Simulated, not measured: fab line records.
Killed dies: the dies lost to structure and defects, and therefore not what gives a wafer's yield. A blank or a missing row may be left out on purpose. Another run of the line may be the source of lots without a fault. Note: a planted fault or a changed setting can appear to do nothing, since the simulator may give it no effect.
Chamber matching | flow berkeleyCmos170 | UCB170_NWELL_ETCH_13 on rieDiel-04: 4 sister chambers
The step etches Si3N4 in CH3F/Ar/O2, stops on SiO2, target depth 246.4 nm, time 154 s. 14 wafers are shown with their chamber, then 7 later ones without.

## WAFERS, EACH WITH ITS CHAMBER
wafer  | chamber | drypumpMotorCurrentA (A) | throttleValvePct (%) | oesProductAu (a.u.)
L079.1 | 1       | 6.3                      | 8.05                 | 0.934
L079.2 | 2       | 5.4                      | 8.19                 | 0.947
L079.5 | 2       | 5.4                      | 8.20                 | 0.946
L081.1 | 0       | 5.7                      | 8.29                 | 0.957
L081.5 | 3       | 5.7                      | 7.97                 | 0.951
L081.6 | 2       | 5.4                      | 8.19                 | 0.925
L083.2 | 0       | 5.7                      | 8.30                 | 0.966
L083.5 | 1       | 6.3                      | 8.06                 | 0.925
L083.6 | 2       | 5.4                      | 8.19                 | 0.924
L086.2 | 1       | 6.4                      | 8.06                 | 0.916
L086.4 | 0       | 5.7                      | 8.28                 | 0.955
L086.6 | 3       | 5.7                      | 7.95                 | 0.942
L089.2 | 0       | 5.7                      | 8.27                 | 0.951
L089.4 | 3       | 5.7                      | 7.97                 | 0.935

SIGNATURES, as means of the wafers listed above
reading              | chamber 0 | chamber 1 | chamber 2 | chamber 3 | scatter within a chamber
drypumpMotorCurrentA | 5.700     | 6.333     | 5.400     | 5.700     | 0.0258
throttleValvePct     | 8.2850    | 8.0567    | 8.1925    | 7.9633    | 0.00953
oesProductAu         | 0.95725   | 0.92500   | 0.93550   | 0.94267   | 0.00947
Rule: for a wafer and a chamber, the distance is found by dividing, reading by reading, the gap between the wafer's reading and the chamber's mean by the reading's scatter, squaring, summing and taking the root. If the next closest chamber is less than 2 further off than the closest, the wafer can't be placed; otherwise it belongs to the closest. How the scatter is found: for the shown wafers, subtract from each reading the mean of its chamber, square and add these, divide the total by (wafers less chambers), then take the root.

## WAFERS WITHOUT THEIR CHAMBER
wafer  | drypumpMotorCurrentA (A) | throttleValvePct (%) | oesProductAu (a.u.)
L089.5 | 6.3                      | 8.07                 | 0.915
L094.1 | 5.7                      | 7.97                 | 0.945
L094.4 | 6.3                      | 8.05                 | 0.916
L094.5 | 5.4                      | 8.19                 | 0.920
L097.1 | 6.3                      | 8.06                 | 0.913
L097.2 | 5.7                      | 7.96                 | 0.945
L097.5 | 5.7                      | 7.96                 | 0.941

## CHAMBER TAKEN BY EACH
wafer  | from the rows above | in truth
L089.5 | 1                   | 1
L094.1 | 3                   | 3
L094.4 | 1                   | 1
L094.5 | 2                   | 2
L097.1 | 1                   | 1
L097.2 | 3                   | 3
L097.5 | 3                   | 3
Correctly placed: 7 of 7. From these rows, 0 cannot be placed. Number placed wrongly: 0.
